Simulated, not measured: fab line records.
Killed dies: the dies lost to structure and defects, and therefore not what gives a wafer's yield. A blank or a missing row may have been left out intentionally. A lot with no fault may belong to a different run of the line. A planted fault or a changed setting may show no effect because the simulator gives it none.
Which tool was responsible? :: flow berkeley cmos170 :: 13 lots, 39 wafers sampled, at 1 step of a route of 331

## WHAT EACH GAUGE READ, for each wafer
UCB170_M1_OVL_MEAS_10.
lot: L535
measured: day 7 17:50
on: overlay-01
M1_OVL (nm): -3 -13 1

lot: L536
measured: day 8 21:14
on: overlay-02
M1_OVL (nm): -8 -1 -7

lot: L540
measured: day 9 20:31
on: overlay-01
M1_OVL (nm): 8 1 4

lot: L543
measured: day 10 07:50
on: overlay-02
M1_OVL (nm): 0 -8 -7

lot: L544
measured: day 10 17:35
on: overlay-01
M1_OVL (nm): -2 -1 3

lot: L548
measured: day 11 08:57
on: overlay-02
M1_OVL (nm): -3 1 3

lot: L550
measured: day 11 15:50
on: overlay-02
M1_OVL (nm): -3 -21 -9

lot: L549
measured: day 11 16:04
on: overlay-01
M1_OVL (nm): -9 -5 -4

lot: L555
measured: day 12 16:20
on: overlay-01
M1_OVL (nm): 5 -4 -2

lot: L557
measured: day 12 20:08
on: overlay-01
M1_OVL (nm): -2 0 1

lot: L556
measured: day 12 20:52
on: overlay-01
M1_OVL (nm): -5 -5 -2

lot: L554
measured: day 12 21:08
on: overlay-02
M1_OVL (nm): -10 -9 -10

lot: L558
measured: day 12 21:32
on: overlay-01
M1_OVL (nm): -7 -4 -3

## TOOL THAT RAN EACH LOT (tool first, then ch and the chambers of the sampled wafers, then the start)
The record holds no process step before these readings.

## AS READ BY THE TOOLS THEMSELVES (means over the sampled wafers that have a number; for cases with no such wafer, the mark the record gives instead)
The record holds no such reading with a usual standard deviation.

## THE ANSWER, worked out from the rows above alone
Rule: the lots themselves supply what counts as usual. Put in order of their means at a reading, lots are off if they are a third of the lots or fewer, leave a main group of 4 or more, and stand apart from it by a gap of 3 or more times the standard deviation of the main group's means; of several such gaps the widest counts. The tables above print the reading to a certain number of digits; a main group whose means all agree to those digits is not used. Also off: a lot with no number at a reading for which 4 or more lots have one. All remaining lots with rows at the step are treated as sound. After the gauges, taken in route order, come the tools' own readings; for these a lot's mean is taken, as printed above. The first step at which some lot is off is used, and at that step the reading that is off furthest; a lot without a number counts as furthest.
No lot is off on any of the readings shown, so nothing can be concluded from this.

## WHAT THE SIMULATOR PUT IN
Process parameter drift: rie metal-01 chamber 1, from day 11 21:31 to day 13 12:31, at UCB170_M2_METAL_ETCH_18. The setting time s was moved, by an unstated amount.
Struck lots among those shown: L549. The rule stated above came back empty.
